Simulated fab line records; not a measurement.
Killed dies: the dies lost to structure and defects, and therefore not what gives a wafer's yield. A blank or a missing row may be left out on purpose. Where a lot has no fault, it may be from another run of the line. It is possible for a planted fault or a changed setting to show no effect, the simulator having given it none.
fab line records + flow rit-cmos
record:
- lots: 14
- wafers: 42
- last-day: 8
route steps=202 shown PLDD@115 NSD@141 M1@202
lots that met no fault: taken from a fault-free run of the same line
start-h: the number of hours between the record's first day and the start of the first shown wafer of the lot + wait-h: hours since the lot's step before + " the same as in the row above + L1.1+2: a row that stands for several wafers + - either no value or no given start + * or withheld: withheld + < > ~ a bound
route shown NAME@n: NAME is a module with steps in the file, n the number in the route of the first one + usual: average and standard deviation across the fault-free wafers + same: alike in all rows + chamber/n: place in a boat + sites: readings site by site + _std_site: standard deviation across them + _edge_site: outer sites' mean less inner sites' + radius-mm: how far each site lies from the wafer's centre + mask NAME#n: copy n + behind: the most recent tool/chamber to have shaped the wafer + hold: cause of the lot's hold/its duration in hours/its outcome + device: names the non-switching transistor (n, p or np) + end of line: the tests these same wafers got at the end of their route + for a step that has no rows: nothing shown but its recipe + killed: at the first sort, the dies lost to defects and structure; wafer yield is something else + map: per-die view of a wafer (x killed, . not killed, _ where there is no die)
set.NAME: the run value of the setting; set.NAME@STEP: its run value at that earlier step + model.NAME: the simulator's own value behind a step, which no gauge read
the route's steps for a sample of lots (tables are steps, rows are wafers)
== steps ==
step: RIT_PLDD_COAT_01
recipe:
- resist: NOVOLAK
- spin-rpm: 3250
- resist-thk-nm: 1000
usual:
- chill-plate-temp-C: 23.00/0.098
- dispense-pressure-kPa: 49.7/1.2
- exhaust-pa: 45.2/0.93
| lot.wafer | tool           | chamber | start-h | wait-h | chill-plate-temp-C | dispense-pressure-kPa | exhaust-pa |
|-----------|----------------|---------|---------|--------|--------------------|-----------------------|------------|
| L231.1    | litho-track-01 | 0       | 56.94   | 0.1    | 23.31              | 50.5                  | 44.2       |
| L231.3    | "              | 0       | "       | "      | 23.01              | 50.5                  | 45.2       |
| L231.4    | "              | 0       | "       | "      | 23.12              | 50.5                  | 45.3       |
| L232.1    | litho-track-01 | 0       | 61.20   | 0.1    | 23.01              | 50.5                  | 43.9       |
| L232.3    | "              | 0       | "       | "      | 22.92              | 50.5                  | 42.7       |
| L232.5    | "              | 0       | "       | "      | 23.01              | 50.5                  | 44.2       |
| L233.2    | litho-track-04 | 0       | 66.31   | 0.1    | 22.83              | 50.3                  | 47.8       |
| L233.3    | "              | 0       | "       | "      | 23.05              | 50.3                  | 46.3       |
| L233.4    | "              | 0       | "       | "      | 22.85              | 50.3                  | 46.7       |
| L235.2    | litho-track-01 | 0       | 77.52   | 0.1    | 22.90              | 50.5                  | 45.7       |
| L235.3    | "              | 0       | "       | "      | 22.86              | 50.5                  | 45.2       |
| L235.5    | "              | 0       | "       | "      | 22.95              | 50.5                  | 45.9       |
| L237.2    | litho-track-04 | 0       | 89.34   | 0.1    | 22.95              | 50.3                  | 44.7       |
| L237.4    | "              | 0       | "       | "      | 22.93              | 50.3                  | 44.9       |
| L237.6    | "              | 0       | "       | "      | 23.04              | 50.4                  | 44.8       |
| L238.2    | litho-track-03 | 0       | 89.58   | 0.1    | 23.03              | 47.9                  | 45.0       |
| L238.3    | "              | 0       | "       | "      | 22.99              | 47.9                  | 47.0       |
| L238.4    | "              | 0       | "       | "      | 22.92              | 47.9                  | 45.0       |
| L239.4    | litho-track-01 | 0       | 95.59   | 0.1    | 23.00              | 50.5                  | 44.5       |
| L239.5    | "              | 0       | "       | "      | 22.98              | 50.5                  | 47.0       |
| L239.6    | "              | 0       | "       | "      | 22.89              | 50.5                  | 45.7       |
| L241.3    | litho-track-04 | -       | 103.41  | 0.1    | -                  | -                     | -          |
| L241.4    | "              | -       | "       | "      | -                  | -                     | -          |
| L241.6    | "              | -       | "       | "      | -                  | -                     | -          |
| L242.1    | litho-track-04 | -       | 109.71  | 0.1    | -                  | -                     | -          |
| L242.4    | "              | -       | "       | "      | -                  | -                     | -          |
| L242.6    | "              | -       | "       | "      | -                  | -                     | -          |
| L246.4    | litho-track-04 | 0       | 127.72  | 0.1    | 22.91              | 50.3                  | 45.2       |
| L246.5    | "              | 0       | "       | "      | 22.94              | 50.3                  | 46.2       |
| L246.6    | "              | 0       | "       | "      | 23.00              | 50.4                  | 44.9       |
| L247.4    | litho-track-01 | 0       | 128.27  | 0.1    | 22.97              | 50.5                  | 45.3       |
| L247.5    | "              | 0       | "       | "      | 23.20              | 50.5                  | 45.1       |
| L247.6    | "              | 0       | "       | "      | 23.02              | 50.5                  | 45.0       |
| L249.1    | litho-track-04 | 0       | 141.69  | 0.1    | 23.01              | 50.3                  | 45.3       |
| L249.2    | "              | 0       | "       | "      | 23.13              | 50.3                  | 45.6       |
| L249.3    | "              | 0       | "       | "      | 23.07              | 50.3                  | 45.4       |
| L251.2    | litho-track-04 | 0       | 163.75  | 0.1    | 22.83              | 50.3                  | 45.9       |
| L251.4    | "              | 0       | "       | "      | 22.90              | 50.3                  | 44.5       |
| L251.5    | "              | 0       | "       | "      | 23.06              | 50.3                  | 45.1       |
| L253.2    | litho-track-03 | 0       | 172.60  | 0.1    | 23.14              | 47.9                  | 45.0       |
| L253.3    | "              | 0       | "       | "      | 23.17              | 47.9                  | 46.2       |
| L253.4    | "              | 0       | "       | "      | 23.14              | 47.9                  | 44.7       |
step: RIT_PLDD_OVL_MEAS_06
usual:
- PLDD_OVL: 0.6/1.6
| lot.wafer | tool       | chamber | start-h | wait-h | PLDD_OVL[nm] |
|-----------|------------|---------|---------|--------|--------------|
| L231.1    | overlay-02 | -       | 57.77   | -      | -1.2         |
| L231.3    | "          | -       | "       | "      | -1.2         |
| L231.4    | "          | -       | "       | "      | 0.0          |
| L232.1    | overlay-01 | -       | 62.09   | -      | 1.5          |
| L232.3    | "          | -       | "       | "      | -0.2         |
| L232.5    | "          | -       | "       | "      | 0.5          |
| L233.2    | overlay-02 | -       | 67.20   | -      | -4.0         |
| L233.3    | "          | -       | "       | "      | -1.0         |
| L233.4    | "          | -       | "       | "      | -0.6         |
| L235.2    | overlay-02 | -       | 78.20   | -      | -1.6         |
| L235.3    | "          | -       | "       | "      | 0.6          |
| L235.5    | "          | -       | "       | "      | 0.9          |
| L237.2    | overlay-01 | -       | 90.14   | -      | -1.5         |
| L237.4    | "          | -       | "       | "      | 1.1          |
| L237.6    | "          | -       | "       | "      | -0.8         |
| L238.2    | overlay-02 | -       | 90.39   | -      | 0.3          |
| L238.3    | "          | -       | "       | "      | 1.1          |
| L238.4    | "          | -       | "       | "      | -0.1         |
| L239.4    | overlay-01 | -       | 96.41   | -      | -0.8         |
| L239.5    | "          | -       | "       | "      | -1.2         |
| L239.6    | "          | -       | "       | "      | -1.0         |
| L241.3    | overlay-02 | -       | 104.20  | -      | -            |
| L241.4    | "          | -       | "       | "      | -            |
| L241.6    | "          | -       | "       | "      | -            |
| L242.1    | overlay-01 | -       | 110.41  | -      | -            |
| L242.4    | "          | -       | "       | "      | -            |
| L242.6    | "          | -       | "       | "      | -            |
| L246.4    | overlay-02 | -       | 128.49  | -      | -1.4         |
| L246.5    | "          | -       | "       | "      | -0.6         |
| L246.6    | "          | -       | "       | "      | -0.2         |
| L247.4    | overlay-01 | -       | 129.04  | -      | 4.5          |
| L247.5    | "          | -       | "       | "      | 5.4          |
| L247.6    | "          | -       | "       | "      | 3.2          |
| L249.1    | overlay-02 | -       | 142.64  | -      | -0.9         |
| L249.2    | "          | -       | "       | "      | 1.1          |
| L249.3    | "          | -       | "       | "      | 1.0          |
| L251.2    | overlay-02 | -       | 164.79  | -      | 0.0          |
| L251.4    | "          | -       | "       | "      | -1.1         |
| L251.5    | "          | -       | "       | "      | -0.3         |
| L253.2    | overlay-01 | -       | 173.28  | -      | 1.0          |
| L253.3    | "          | -       | "       | "      | 2.6          |
| L253.4    | "          | -       | "       | "      | 1.4          |
step: RIT_NSD_TW_MEAS_10
usual:
- NSD_TW: 3103/28
| lot.wafer | tool          | chamber | start-h | wait-h | NSD_TW |
|-----------|---------------|---------|---------|--------|--------|
| L231.1    | film-metro-01 | -       | 62.32   | 0.1    | 3160   |
| L231.3    | "             | -       | "       | "      | 3130   |
| L231.4    | "             | -       | "       | "      | 3137   |
| L232.1    | film-metro-04 | -       | 66.55   | 0.1    | 3113   |
| L232.3    | "             | -       | "       | "      | 3097   |
| L232.5    | "             | -       | "       | "      | 3114   |
| L233.2    | film-metro-01 | -       | 71.62   | 0.1    | 3151   |
| L233.3    | "             | -       | "       | "      | 3134   |
| L233.4    | "             | -       | "       | "      | 3143   |
| L235.2    | film-metro-01 | -       | 83.48   | 0.1    | 3132   |
| L235.3    | "             | -       | "       | "      | 3131   |
| L235.5    | "             | -       | "       | "      | 3114   |
| L237.2    | film-metro-02 | -       | 94.90   | 0.1    | 3076   |
| L237.4    | "             | -       | "       | "      | 3071   |
| L237.6    | "             | -       | "       | "      | 3076   |
| L238.2    | film-metro-02 | -       | 95.28   | 0.1    | 3079   |
| L238.3    | "             | -       | "       | "      | 3073   |
| L238.4    | "             | -       | "       | "      | 3069   |
| L239.4    | film-metro-01 | -       | 100.88  | 0.1    | 3121   |
| L239.5    | "             | -       | "       | "      | 3139   |
| L239.6    | "             | -       | "       | "      | 3139   |
| L241.3    | film-metro-01 | -       | 108.63  | 0.1    | 3291   |
| L241.4    | "             | -       | "       | "      | 3295   |
| L241.6    | "             | -       | "       | "      | 3285   |
| L242.1    | film-metro-04 | -       | 114.84  | 0.1    | 3289   |
| L242.4    | "             | -       | "       | "      | 3267   |
| L242.6    | "             | -       | "       | "      | 3279   |
| L246.4    | film-metro-04 | -       | 132.94  | 0.1    | 3110   |
| L246.5    | "             | -       | "       | "      | 3113   |
| L246.6    | "             | -       | "       | "      | 3093   |
| L247.4    | film-metro-02 | -       | 134.06  | 0.1    | 3061   |
| L247.5    | "             | -       | "       | "      | 3083   |
| L247.6    | "             | -       | "       | "      | 3085   |
| L249.1    | film-metro-02 | -       | 147.07  | 0.1    | 3076   |
| L249.2    | "             | -       | "       | "      | 3054   |
| L249.3    | "             | -       | "       | "      | 3045   |
| L251.2    | film-metro-02 | -       | 170.65  | 0.1    | 3054   |
| L251.4    | "             | -       | "       | "      | 3068   |
| L251.5    | "             | -       | "       | "      | 3056   |
| L253.2    | film-metro-04 | -       | 177.71  | 0.1    | 3104   |
| L253.3    | "             | -       | "       | "      | 3118   |
| L253.4    | "             | -       | "       | "      | 3102   |
step: RIT_M1_PROBE_99
usual:
- killed-at-contacts: 0.1/0.23
- killed-at-front-end: 6.2/2.8
- killed-dies: 6.3/2.7
- killed-on-rim: 1.7/1.3
- killed-open: 3.1/2
- killed-short: 3.2/1.8
same:
- gross-dies: 264
- killed_at_M0_to_M3: 0
- killed_at_M4_up: 0
- killed-at-back-side: 0
- killed-at-other: 0
| lot.wafer | tool      | chamber | start-h | wait-h | killed-at-contacts | killed-at-front-end | killed-dies | killed-on-rim | killed-open | killed-short |
|-----------|-----------|---------|---------|--------|--------------------|---------------------|-------------|---------------|-------------|--------------|
| L233.2    | prober-01 | -       | 81.26   | 0.1    | 0                  | 5                   | 5           | 1             | 2           | 3            |
| L233.3    | prober-01 | -       | 81.31   | 0.2    | 0                  | 6                   | 6           | 1             | 1           | 5            |
| L233.4    | prober-01 | -       | 81.36   | 0.2    | 0                  | 8                   | 8           | 0             | 4           | 4            |
| L237.2    | prober-02 | -       | 106.64  | 0.1    | 0                  | 3                   | 3           | 2             | 0           | 3            |
| L237.4    | prober-02 | -       | 106.74  | 0.2    | 0                  | 4                   | 4           | 1             | 3           | 1            |
| L237.6    | prober-02 | -       | 106.84  | 0.2    | 0                  | 3                   | 3           | 2             | 0           | 3            |
| L239.6    | prober-01 | -       | 110.64  | 0.2    | 0                  | 7                   | 7           | 1             | 2           | 5            |
| L241.3    | prober-02 | -       | 117.95  | 0.2    | 0                  | 264                 | 264         | 70            | 2           | 5            |
| L241.4    | prober-02 | -       | 118.00  | 0.2    | 0                  | 264                 | 264         | 70            | 3           | 2            |
| L241.6    | prober-02 | -       | 118.10  | 0.2    | 0                  | 264                 | 264         | 70            | 4           | 3            |
| L242.1    | prober-01 | -       | 124.20  | 0.1    | 0                  | 264                 | 264         | 70            | 5           | 2            |
| L242.4    | prober-01 | -       | 124.35  | 0.2    | 0                  | 264                 | 264         | 70            | 0           | 3            |
| L242.6    | prober-01 | -       | 124.45  | 0.2    | 0                  | 264                 | 264         | 70            | 4           | 4            |
| L246.4    | prober-01 | -       | 142.54  | 0.2    | 0                  | 12                  | 12          | 4             | 4           | 8            |
| L246.5    | prober-01 | -       | 142.59  | 0.2    | 1                  | 8                   | 9           | 3             | 6           | 3            |
| L246.6    | prober-01 | -       | 142.64  | 0.2    | 0                  | 10                  | 10          | 3             | 6           | 4            |
| L247.4    | prober-02 | -       | 144.04  | 0.2    | 0                  | 5                   | 5           | 1             | 1           | 4            |
| L247.5    | prober-02 | -       | 144.09  | 0.2    | 0                  | 7                   | 7           | 1             | 5           | 2            |
| L247.6    | prober-02 | -       | 144.14  | 0.2    | 0                  | 10                  | 10          | 1             | 4           | 6            |
killed by level:class
L233.2 GATE:geometric-particle:short=2 GATE:geometric-particle:open=1 REOX:geometric-particle:short=1 SPACER:geometric-particle:open=1
L233.3 FOX2:geometric-particle:short=2 GATE:geometric-particle:short=1 REOX:geometric-particle:open=1 REOX:geometric-particle:short=1 SILICIDE:geometric-particle:short=1
L233.4 GATE:geometric-particle:open=3 REOX:geometric-particle:short=2 GATE:geometric-particle:short=1 SILICIDE:geometric-particle:open=1 SILICIDE:geometric-particle:short=1
L237.2 SPACER:geometric-particle:short=2 GATE:geometric-particle:short=1
L237.4 REOX:geometric-particle:short=1 REOX:geometric-particle:open=1 SPACER:geometric-particle:open=1 SILICIDE:geometric-particle:open=1
L237.6 FOX1:geometric-particle:short=1 REOX:geometric-particle:short=1 SILICIDE:geometric-particle:short=1
L239.6 GATE:geometric-particle:short=3 FOX1:geometric-particle:open=1 REOX:geometric-particle:short=1 SPACER:geometric-particle:open=1 SILICIDE:geometric-particle:short=1
L241.3 PLDD:area-expose=257 FOX1:geometric-particle:short=1 GATE:geometric-particle:open=1 GATE:geometric-particle:short=1 REOX:geometric-particle:short=1 REOX:geometric-particle:open=1 SPACER:geometric-particle:short=1 SILICIDE:geometric-particle:short=1
L241.4 PLDD:area-expose=259 ACTIVE:geometric-particle:short=1 FOX2:geometric-particle:open=1 GATE:geometric-particle:short=1 GATE:geometric-particle:open=1 SPACER:geometric-particle:open=1
L241.6 PLDD:area-expose=257 FOX2:geometric-particle:open=2 SILICIDE:geometric-particle:short=2 FOX2:geometric-particle:short=1 GATE:geometric-particle:open=1 SILICIDE:geometric-particle:open=1
L242.1 PLDD:area-expose=257 GATE:geometric-particle:open=3 FOX2:geometric-particle:open=1 GATE:geometric-particle:short=1 REOX:geometric-particle:open=1 SPACER:geometric-particle:short=1
L242.4 PLDD:area-expose=261 GATE:geometric-particle:short=2 REOX:geometric-particle:short=1
L242.6 PLDD:area-expose=256 GATE:geometric-particle:short=3 FOX2:geometric-particle:open=1 GATE:geometric-particle:open=1 REOX:geometric-particle:open=1 SPACER:geometric-particle:short=1 SILICIDE:geometric-particle:open=1
L246.4 GATE:geometric-particle:short=4 FOX2:geometric-particle:short=2 SILICIDE:geometric-particle:open=2 FOX1:geometric-particle:short=1 FOX2:geometric-particle:open=1 REOX:geometric-particle:open=1 SILICIDE:geometric-particle:short=1
L246.5 GATE:geometric-particle:open=3 SPACER:geometric-particle:open=3 GATE:geometric-particle:short=1 SPACER:geometric-particle:short=1 CONTACT:geometric-particle:short=1
L246.6 GATE:geometric-particle:open=3 SILICIDE:geometric-particle:open=3 GATE:geometric-particle:short=2 REOX:geometric-particle:short=1 SILICIDE:geometric-particle:short=1
L247.4 SILICIDE:geometric-particle:short=2 GATE:geometric-particle:short=2 REOX:geometric-particle:open=1
L247.5 GATE:geometric-particle:open=2 GATE:geometric-particle:short=2 FOX1:geometric-particle:open=1 SPACER:geometric-particle:open=1 SILICIDE:geometric-particle:open=1
L247.6 GATE:geometric-particle:short=4 FOX1:geometric-particle:short=1 FOX1:geometric-particle:open=1 GATE:geometric-particle:open=1 REOX:geometric-particle:open=1 SPACER:geometric-particle:short=1 SPACER:geometric-particle:open=1
== key ==
first-sign:
- step: RIT_PLDD_COAT_01
- reading: tool-record
- direction: missing
effect:
- step: RIT_PLDD_OVL_MEAS_06
- reading: PLDD_OVL
- direction: missing
effect:
- step: RIT_NSD_TW_MEAS_10
- reading: NSD_TW
- direction: up
- sigmas: 6.5
- usual: 3103
- struck: 3284
effect:
- step: RIT_M1_PROBE_99
- reading: killed-dies
- direction: up
- sigmas: 94
- usual: 6.3
- struck: 264
more-kills-born-at:
- RIT_PLDD_EXPOSE_03@iline-stepper-02: 1547
met-at RIT_PLDD_COAT_01
struck-lots L241,L242
tester-left-out L241,L242
onset-between 89.34 103.41
fault:
- kind: skipped-step-whole
- tool: litho-track-04
- chamber: -
- onset-h: 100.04
- steps: RIT_PLDD_COAT_01
- scope: struck-lots-only
tester-left-out: of these lots the tester's yield and bins aren't shown, on N5 and GAA mostly nor the transistor test; their killed dies are dies lost to structure and defects alone, not to doping, threshold or leakage, so they don't give the yield
